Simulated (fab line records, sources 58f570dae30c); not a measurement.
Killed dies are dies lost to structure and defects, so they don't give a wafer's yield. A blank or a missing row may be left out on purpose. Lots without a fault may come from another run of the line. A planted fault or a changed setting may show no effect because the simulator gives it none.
Problem report in the 8D (eight disciplines) form, filled by code | flow berkeley_cmos170 | the parts of the form that need people (team, actions taken, sign-off) are left out

1. THE PROBLEM
ACTIVE_OXIDE_THK at UCB170_ACTIVE_THK_MEAS_03 reads a mean of 30.2 nm on 6 wafers of 2 lots; wafers without a fault read 26.6 nm with a standard deviation of 0.6. That is +6.0 standard deviations from the usual mean.
First seen on wafer L256.3, day 7 08:40, on film_metro-02. The record holds 33 wafers of 11 lots with a number at this step. Rule for "out", or "out of limits": more than 4 standard deviations from the usual mean. The other wafers with a number count as sound.

2. WHAT IT IS AND WHAT IT IS NOT
question                    | is                     | is not
which readings at this step | ACTIVE_OXIDE_THK       | -
which lots                  | L256, L257             | L239, L240, L241, L242, L243, L244, L245, L246, L261
which wafers of those lots  | all that have a number | -
read on which gauges        | film_metro-02          | film_metro-01, film_metro-03
when                        | from day 7 08:40       | up to then (24 sound wafers); but 3 sound wafers of L261 came after

3. SUSPECTS, AND WHAT RULES EACH OUT
Counting: a tool at a process step up to the reading stays a suspect if it ran every lot that is out and no sound lot after the first of them.
- the gauge at UCB170_ACTIVE_THK_MEAS_03: kept. All the wafers that are out were read on film_metro-02, and no step on other tools shows them out.
Left after counting: film_metro-02 at UCB170_ACTIVE_THK_MEAS_03.

4. THE CAUSE (what the simulator had put in)
Metrology matching offset: film_metro-02, from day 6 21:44 on, at UCB170_ACTIVE_THK_MEAS_03. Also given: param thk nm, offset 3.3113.
Counting left only this tool.

5. THE CHAIN OF EFFECTS, in route order
Each row: a reading whose mean over the struck wafers that have a number lies more than 3 standard deviations from the usual. Only readings for which the record gives a usual standard deviation are gone through. hours: the time from each lot's start at the first step in this table that gives one to its start at this step, as a median over the lots. sigmas: the change in usual standard deviations.
hours | step                      | reading          | usual   | on struck wafers | change | sigmas
0     | UCB170_ACTIVE_THK_MEAS_03 | ACTIVE_OXIDE_THK | 26.6 nm | 30.2             | +3.6   | +6.0
Later measuring or inspecting steps at which every struck wafer that the step has a row for has a number for every such reading, and none has moved that far: UCB170_FIELD_THK_MEAS_90.

6. WHAT WOULD HAVE CAUGHT IT SOONER
In this record the first reading out of limits at a measuring or inspecting step was taken at day 7 08:40, 11 hours after the fault began at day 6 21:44.
